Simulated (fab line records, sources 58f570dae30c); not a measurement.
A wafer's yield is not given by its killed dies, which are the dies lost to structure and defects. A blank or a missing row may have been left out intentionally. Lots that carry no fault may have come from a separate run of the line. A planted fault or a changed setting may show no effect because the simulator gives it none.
Matching of chambers + flow berkeley_cmos170 + UCB170_SPACER_CVD_00 on pecvd-03 has 3 sister chambers
The step deposits SiO2 from TEOS/O2, target thk 376 nm, time 47 s. 6 wafers are shown with their chamber, then 7 later ones without.

== WAFERS WITH THEIR CHAMBER ==
| wafer  | chamber | heater_power_w (W) |
|--------|---------|--------------------|
| L706.5 | 0       | 269                |
| L710.3 | 0       | 203                |
| L715.4 | 1       | 421                |
| L715.5 | 2       | 238                |
| L720.1 | 1       | 417                |
| L720.2 | 2       | 285                |

== WAFERS WITH NO CHAMBER GIVEN ==
| wafer  | heater_power_w (W) |
|--------|--------------------|
| L720.6 | 427                |
| L726.1 | 293                |
| L726.4 | 307                |
| L726.6 | 414                |
| L728.1 | 204                |
| L728.3 | 276                |
| L728.4 | 289                |

== WHICH CHAMBER EACH WENT THROUGH ==
| wafer  | from the rows above     | in truth |
|--------|-------------------------|----------|
| L720.6 | 1                       | 1        |
| L726.1 | can't be placed: 2 or 0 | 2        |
| L726.4 | can't be placed: 2 or 0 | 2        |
| L726.6 | 1                       | 1        |
| L728.1 | can't be placed: 0 or 2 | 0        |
| L728.3 | can't be placed: 2 or 0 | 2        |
| L728.4 | can't be placed: 2 or 0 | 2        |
2 of 7 placed correctly. Can't be placed from these rows: 5 (the true chamber is among the candidates in 5). Placed wrongly: 0.
How it was worked out, from the rows above alone: a wafer's distance from a chamber is the root of the sum, over the readings, of the square of ((its reading less the chamber's mean) divided by the reading's scatter). If the next closest chamber is less than 2 further off than the closest, the wafer can't be placed; otherwise it belongs to the closest. The mean given for a chamber averages the wafers shown for that chamber. The scatter: the root of (the sum of the squares of (reading less its chamber's mean) over the shown wafers, divided by (wafers less chambers)).
